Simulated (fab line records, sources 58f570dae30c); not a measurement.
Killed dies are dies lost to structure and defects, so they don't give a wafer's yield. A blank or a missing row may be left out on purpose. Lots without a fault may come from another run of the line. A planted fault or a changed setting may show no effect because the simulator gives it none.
Problem report in the 8D (eight disciplines) form, filled by code | flow berkeley_cmos170 | the parts of the form that need people (team, actions taken, sign-off) are left out

1. THE PROBLEM
oes_product_au at UCB170_M2_METAL_ETCH_18 reads a mean of 0.780 a.u. on 6 wafers of 2 lots; wafers without a fault read 0.852 a.u. with a standard deviation of 0.0085. That is -8.4 standard deviations from the usual mean.
The step: etches Al in Cl2/BCl3, stops on SiO2, target depth 1170 nm, time 195 s.
First seen on wafer L143.1, day 11 03:25, on rie_metal-01. The record holds 42 wafers of 14 lots with a number at this step. Rule for "out", or "out of limits": more than 4 standard deviations from the usual mean. The other wafers with a number count as sound.

2. WHAT IT IS AND WHAT IT IS NOT
question                    | is                     | is not
which readings at this step | oes_product_au         | bcl3_flow_sccm, drypump_motor_current_A, throttle_valve_pct
which lots                  | L143, L148             | L131, L133, L137, L138, L139, L140, L141, L144, L145, L146, L150, L154
which wafers of those lots  | all that have a number | -
read on which tools         | rie_metal-01           | rie_metal-02, rie_metal-03
when                        | from day 11 03:25      | up to then (30 sound wafers); but 6 sound wafers of L150, L154 came after

3. SUSPECTS, AND WHAT RULES EACH OUT
Counting: a tool at a process step up to the reading stays a suspect if it ran every lot that is out and no sound lot after the first of them.
- rie_metal-01 at UCB170_M2_METAL_ETCH_18 (etches Al in Cl2/BCl3, stops on SiO2, target depth 1170 nm, time 195 s): kept. It ran every lot that is out, first L143 (day 11 03:25), and no sound lot after that; its last sound lot up to then is L146 (day 11 02:57). Its own readings are out on those wafers: oes_product_au.
Left after counting: rie_metal-01 at UCB170_M2_METAL_ETCH_18.

4. THE CAUSE (what the simulator had put in)
Process parameter drift: rie_metal-01, from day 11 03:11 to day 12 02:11, at UCB170_M2_METAL_ETCH_18. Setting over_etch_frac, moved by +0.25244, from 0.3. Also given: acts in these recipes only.
Counting left only this tool.

5. THE CHAIN OF EFFECTS, in route order
Each row: a reading whose mean over the struck wafers that have a number lies more than 3 standard deviations from the usual. Only readings for which the record gives a usual standard deviation are gone through. hours: the time from each lot's start at the first step in this table that gives one to its start at this step, as a median over the lots. sigmas: the change in usual standard deviations.
hours | step                    | reading        | usual      | on struck wafers | change | sigmas
0     | UCB170_M2_METAL_ETCH_18 | oes_product_au | 0.852 a.u. | 0.780            | -0.072 | -8.4
0     | UCB170_M2_STRIP_19      | oes_product_au | 0.538 a.u. | 0.394            | -0.144 | -16
0     | UCB170_M2_CD_MEAS_90    | cd_nm          | 699.6 nm   | 691.6            | -8.0   | -3.1
The process steps in it:
- UCB170_M2_METAL_ETCH_18: etches Al in Cl2/BCl3, stops on SiO2, target depth 1170 nm, time 195 s.
- UCB170_M2_STRIP_19: strips in O2.
Later measuring or inspecting steps at which every struck wafer that the step has a row for has a number for every such reading, and none has moved that far: UCB170_M3_OVL_MEAS_16.

6. WHAT WOULD HAVE CAUGHT IT SOONER
In this record the first reading out of limits was taken at day 11 03:25, 0 hours after the fault began at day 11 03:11.
